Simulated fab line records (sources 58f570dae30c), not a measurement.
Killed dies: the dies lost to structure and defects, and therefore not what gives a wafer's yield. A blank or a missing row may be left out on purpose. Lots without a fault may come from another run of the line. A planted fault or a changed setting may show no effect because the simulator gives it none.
Split-lot experiment / flow berkeley_cmos170 / route with 331 steps; 5 lots, 23 wafers read

SPLIT DETAILS
At UCB170_ACTIVE_OXIDATION_02 (target thk 26.4 nm, ox time 1260 s), the setting temp_c was moved away from the recipe's 1000 C on 15 of the 23 wafers read, by -1.2% to +2.8%. The other wafers ran this setting at the recipe's value.

There is no step in the file separating the split from the reading.

THE READING
ACTIVE_OXIDE_THK in nanometres, read at UCB170_ACTIVE_THK_MEAS_03. On this fab line, fault-free wafers typically give 26.4 nm with a standard deviation of 0.43 nm.

wafer=L074.1; tool, chamber at the split=furnace-01, 0; temp_c as run, C=1000; against the recipe=recipe; ACTIVE_OXIDE_THK, nm=26.1; against lot-mates on the recipe=-
wafer=L074.5; tool, chamber at the split=furnace-01, 0; temp_c as run, C=1000; against the recipe=recipe; ACTIVE_OXIDE_THK, nm=25.8; against lot-mates on the recipe=-
wafer=L074.6; tool, chamber at the split=furnace-01, 0; temp_c as run, C=1000; against the recipe=recipe; ACTIVE_OXIDE_THK, nm=25.9; against lot-mates on the recipe=-
wafer=L077.2; tool, chamber at the split=-, -; temp_c as run, C=1000; against the recipe=recipe; ACTIVE_OXIDE_THK, nm=25.8; against lot-mates on the recipe=-
wafer=L077.3; tool, chamber at the split=-, -; temp_c as run, C=1000; against the recipe=recipe; ACTIVE_OXIDE_THK, nm=26.2; against lot-mates on the recipe=-
wafer=L077.4; tool, chamber at the split=-, -; temp_c as run, C=1000; against the recipe=recipe; ACTIVE_OXIDE_THK, nm=25.8; against lot-mates on the recipe=-
wafer=L077.5; tool, chamber at the split=-, -; temp_c as run, C=1000; against the recipe=recipe; ACTIVE_OXIDE_THK, nm=25.5; against lot-mates on the recipe=-
wafer=L077.6; tool, chamber at the split=-, -; temp_c as run, C=1000; against the recipe=recipe; ACTIVE_OXIDE_THK, nm=26.2; against lot-mates on the recipe=-
wafer=L076.1; tool, chamber at the split=-, -; temp_c as run, C=988.4; against the recipe=-1.2%; ACTIVE_OXIDE_THK, nm=23.0; against lot-mates on the recipe=no lot-mate on the recipe
wafer=L076.2; tool, chamber at the split=-, -; temp_c as run, C=988.4; against the recipe=-1.2%; ACTIVE_OXIDE_THK, nm=22.8; against lot-mates on the recipe=no lot-mate on the recipe
wafer=L076.3; tool, chamber at the split=-, -; temp_c as run, C=988.4; against the recipe=-1.2%; ACTIVE_OXIDE_THK, nm=22.6; against lot-mates on the recipe=no lot-mate on the recipe
wafer=L076.4; tool, chamber at the split=-, -; temp_c as run, C=988.4; against the recipe=-1.2%; ACTIVE_OXIDE_THK, nm=23.4; against lot-mates on the recipe=no lot-mate on the recipe
wafer=L076.6; tool, chamber at the split=-, -; temp_c as run, C=988.4; against the recipe=-1.2%; ACTIVE_OXIDE_THK, nm=23.5; against lot-mates on the recipe=no lot-mate on the recipe
wafer=L081.1; tool, chamber at the split=-, -; temp_c as run, C=1028; against the recipe=+2.8%; ACTIVE_OXIDE_THK, nm=34.2; against lot-mates on the recipe=no lot-mate on the recipe
wafer=L081.2; tool, chamber at the split=-, -; temp_c as run, C=1028; against the recipe=+2.8%; ACTIVE_OXIDE_THK, nm=34.2; against lot-mates on the recipe=no lot-mate on the recipe
wafer=L081.3; tool, chamber at the split=-, -; temp_c as run, C=1028; against the recipe=+2.8%; ACTIVE_OXIDE_THK, nm=34.2; against lot-mates on the recipe=no lot-mate on the recipe
wafer=L081.5; tool, chamber at the split=-, -; temp_c as run, C=1028; against the recipe=+2.8%; ACTIVE_OXIDE_THK, nm=34.4; against lot-mates on the recipe=no lot-mate on the recipe
wafer=L081.6; tool, chamber at the split=-, -; temp_c as run, C=1028; against the recipe=+2.8%; ACTIVE_OXIDE_THK, nm=34.1; against lot-mates on the recipe=no lot-mate on the recipe
wafer=L084.1; tool, chamber at the split=-, -; temp_c as run, C=1021; against the recipe=+2.1%; ACTIVE_OXIDE_THK, nm=31.9; against lot-mates on the recipe=no lot-mate on the recipe
wafer=L084.3; tool, chamber at the split=-, -; temp_c as run, C=1021; against the recipe=+2.1%; ACTIVE_OXIDE_THK, nm=31.8; against lot-mates on the recipe=no lot-mate on the recipe
wafer=L084.4; tool, chamber at the split=-, -; temp_c as run, C=1021; against the recipe=+2.1%; ACTIVE_OXIDE_THK, nm=31.4; against lot-mates on the recipe=no lot-mate on the recipe
wafer=L084.5; tool, chamber at the split=-, -; temp_c as run, C=1021; against the recipe=+2.1%; ACTIVE_OXIDE_THK, nm=31.8; against lot-mates on the recipe=no lot-mate on the recipe
wafer=L084.6; tool, chamber at the split=-, -; temp_c as run, C=1021; against the recipe=+2.1%; ACTIVE_OXIDE_THK, nm=31.9; against lot-mates on the recipe=no lot-mate on the recipe

THE FIT
A straight line over all 23 wafers: ACTIVE_OXIDE_THK changes by +2.81 nm for each +1% of temp_c; r = +1.00; the points scatter about the line by 0.33 nm.
Too few moved wafers have a lot-mate on the recipe to fit a line with each lot's own level taken away.

THE WHOLE CHAIN: every reading that the file lists as answering this split, in the file's order
step=UCB170_ACTIVE_OXIDATION_02; what it does=target thk 26.4 nm, ox time 1260 s; reading=SiO2_of_ACTIVE_OXIDATION_02.thk_nm (the simulator's own value, which no gauge read); change (the file's fit)=+2.8 nm for each +1% of the setting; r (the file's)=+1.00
step=UCB170_ACTIVE_THK_MEAS_03; what it does=; reading=ACTIVE_OXIDE_THK; change (the file's fit)=+2.81 for each +1% of the setting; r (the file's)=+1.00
step=UCB170_ACTIVE_ETCH_15; what it does=etches Si3N4 in CH3F/Ar/O2, stops on SiO2, target depth 242 nm, time 151 s; reading=SiO2_of_ACTIVE_OXIDATION_02.thk_nm (the simulator's own value, which no gauge read); change (the file's fit)=+2.85 nm for each +1% of the setting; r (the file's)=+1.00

THE FILE'S OWN FIT
ACTIVE_OXIDE_THK changes by +2.81 nm for each +1% of temp_c, r = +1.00.
